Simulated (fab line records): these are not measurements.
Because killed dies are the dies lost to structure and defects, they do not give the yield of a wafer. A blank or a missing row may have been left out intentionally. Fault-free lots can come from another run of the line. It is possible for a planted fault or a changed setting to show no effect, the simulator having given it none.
Which tool is to blame? || flow rit_cmos || 6 lots, 18 wafers sampled, at 2 steps of a route of 202

## WHAT THE GAUGES SHOWED, per wafer
RIT_ACTIVE_CD_MEAS_11: the cd target is 1400 nm.
{"lot": "L447", "measured": "day 1 19:29", "on": "cd_sem-01", "cd_nm (nm)": "1402.4 1398.9 1401.9"}
{"lot": "L449", "measured": "day 2 05:28", "on": "cd_sem-01", "cd_nm (nm)": "1401.4 1403.5 1401.6"}
{"lot": "L451", "measured": "day 2 15:29", "on": "cd_sem-01", "cd_nm (nm)": "1400.9 1401.0 1401.3"}
{"lot": "L453", "measured": "day 3 01:40", "on": "cd_sem-02", "cd_nm (nm)": "1401.3 1400.9 1402.9"}
{"lot": "L461", "measured": "day 4 18:32", "on": "cd_sem-01", "cd_nm (nm)": "1551.3 1551.0 1550.3"}
{"lot": "L464", "measured": "day 5 08:26", "on": "cd_sem-02", "cd_nm (nm)": "1400.9 1398.1 1398.6"}

## WHAT TOOL EACH LOT RAN ON (gives the tool, then ch and the chambers of the sampled wafers, and finally the start)
{"lot": "L447", "RIT_ACTIVE_EXPOSE_08": "iline_stepper-01 ch 0, day 1 19:05"}
{"lot": "L449", "RIT_ACTIVE_EXPOSE_08": "iline_stepper-02 ch 0, day 2 05:04"}
{"lot": "L451", "RIT_ACTIVE_EXPOSE_08": "iline_stepper-01 ch 0, day 2 15:05"}
{"lot": "L453", "RIT_ACTIVE_EXPOSE_08": "iline_stepper-02 ch 0, day 3 01:16"}
{"lot": "L461", "RIT_ACTIVE_EXPOSE_08": "iline_stepper-02 ch 0, day 4 18:08"}
{"lot": "L464", "RIT_ACTIVE_EXPOSE_08": "iline_stepper-01 ch 0, day 5 08:02"}
- RIT_ACTIVE_EXPOSE_08: exposes mask M1, target cd 1400 nm.

## THE ANSWER, worked out from the rows above alone
Rule: the usual values come from the lots themselves. Put in order of their means at a reading, lots are off if they are a third of the lots or fewer, leave a main group of 4 or more, and stand apart from it by a gap of 3 or more times the standard deviation of the main group's means; of several such gaps the widest counts. Not used: any main group whose means are identical at the precision the tables above print for the reading. Also off: a lot with no number at a reading for which 4 or more lots have one. Where the step has rows for the other lots, those lots are counted as sound.
Off: L461 (RIT_ACTIVE_CD_MEAS_11, cd_nm). The main group has a mean of 1401.0 nm with a standard deviation of 1.
If a tool, at a process step before that reading, ran all the lots that are off and no sound lot after the first of them, it fits. Those tools and the gauges at RIT_ACTIVE_CD_MEAS_11 are tried in the same way. Undecided on this evidence; 2 tools fit (iline_stepper-02 at RIT_ACTIVE_EXPOSE_08, cd_sem-01 at RIT_ACTIVE_CD_MEAS_11).

## WHAT THE SIMULATOR HAD PUT IN
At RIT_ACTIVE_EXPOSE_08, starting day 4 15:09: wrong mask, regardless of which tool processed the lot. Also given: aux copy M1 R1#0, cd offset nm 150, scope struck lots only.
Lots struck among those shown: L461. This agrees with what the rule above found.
